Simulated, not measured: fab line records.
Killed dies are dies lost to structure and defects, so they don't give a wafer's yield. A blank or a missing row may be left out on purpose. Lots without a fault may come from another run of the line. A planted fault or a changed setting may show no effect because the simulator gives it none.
Code-filled problem report in 8D (eight disciplines) form / flow berkeley cmos170 / the parts of the form that need people (team, actions taken, sign-off) are left out

## 1. THE ISSUE
At UCB170_M1_STRIP_13, o2 flow sccm averages 201.5 sccm over 3 wafers from 2 lots, while fault-free wafers read 400.0 sccm, standard deviation 1.2. That is -99 or more standard deviations from the usual mean.
The step: strips in O2.
First observed at day 9 10:43: wafer L975.3, on plasma asher-04. The record holds 42 wafers of 14 lots with a number at this step. By rule, "out" or "out of limits" means more than 4 standard deviations away from the usual mean. All remaining wafers that have a number are taken as sound.

## 2. WHAT IT IS AND WHAT IT IS NOT
question=which readings at this step | is=o2 flow sccm, oes product au | is not=chamber pressure mTorr, drypump motor current A
question=which lots | is=L975, L980 | is not=L970, L971, L974, L977, L981, L983, L985, L986, L987, L988, L991, L993
question=which wafers of those lots | is=L975.3, L975.6, L980.1 | is not=L975.4, L980.2, L980.5
question=read on which tools | is=plasma asher-04 | is not=plasma asher-01, plasma asher-03
question=when | is=from day 9 10:43 | is not=up to then (13 sound wafers); but 26 sound wafers of L980, L981, L983, L985, L986, L987, L988, L991, L993 came after

## 3. THE SUSPECTS, EACH WITH WHAT RULES IT OUT
Counting: if a tool at a process step up to the reading ran every lot that is out, it stays a suspect. Sound lots after the first of them don't rule it out here, since some wafers of a struck lot are sound.
- rie diel-03 at UCB170_M1_ETCH_11 (etches BARC in N2/H2): kept. It ran every lot that is out, first L975 (day 9 10:30); its last sound lot up to then is L971 (day 8 08:12).
- plasma asher-04 at UCB170_M1_STRIP_13 (strips in O2): kept. It ran every lot that is out, first L975 (day 9 10:43); its last sound lot up to then is L977 (day 9 08:56). Its own readings are out on those wafers: o2 flow sccm, oes product au.
- At UCB170_M1_STRIP_13 on plasma asher-04, chamber 1 took the sound wafers of the same lots and chamber 0 took the wafers that are out.
Left after counting: rie diel-03 at UCB170_M1_ETCH_11, plasma asher-04 at UCB170_M1_STRIP_13.

## 4. THE CAUSE (what the simulator had put in)
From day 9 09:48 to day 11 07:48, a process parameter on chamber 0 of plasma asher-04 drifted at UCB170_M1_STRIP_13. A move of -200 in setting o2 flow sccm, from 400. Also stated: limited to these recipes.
2 suspects survive the count, and this tool is in that group.

## 5. THE EFFECT CHAIN, in route order
Each row: a reading whose mean over the struck wafers that have a number lies more than 3 standard deviations from the usual. Only readings whose record carries a usual standard deviation are examined. hours: median over the lots of the time between each lot's start at the first step of this table that gives one and its start at this step. sigmas: the change, counted in usual standard deviations.
hours=0; step=UCB170_M1_STRIP_13; reading=o2 flow sccm; usual=400.0 sccm; on struck wafers=201.5; change=-198.5; sigmas=-99 or more
hours=0; step=UCB170_M1_STRIP_13; reading=oes product au; usual=0.721 a.u.; on struck wafers=0.663; change=-0.058; sigmas=-14
Process steps it contains:
- UCB170_M1_STRIP_13: strips in O2.
At these later measuring or inspecting steps, every struck wafer for which the step has a row has a number for every such reading, and none has moved that far: UCB170_M2_THK_MEAS_03.

## 6. HOW IT WOULD HAVE BEEN CAUGHT EARLIER
In this record the first reading out of limits was taken at day 9 10:43, 1 hour after the fault began at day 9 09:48.
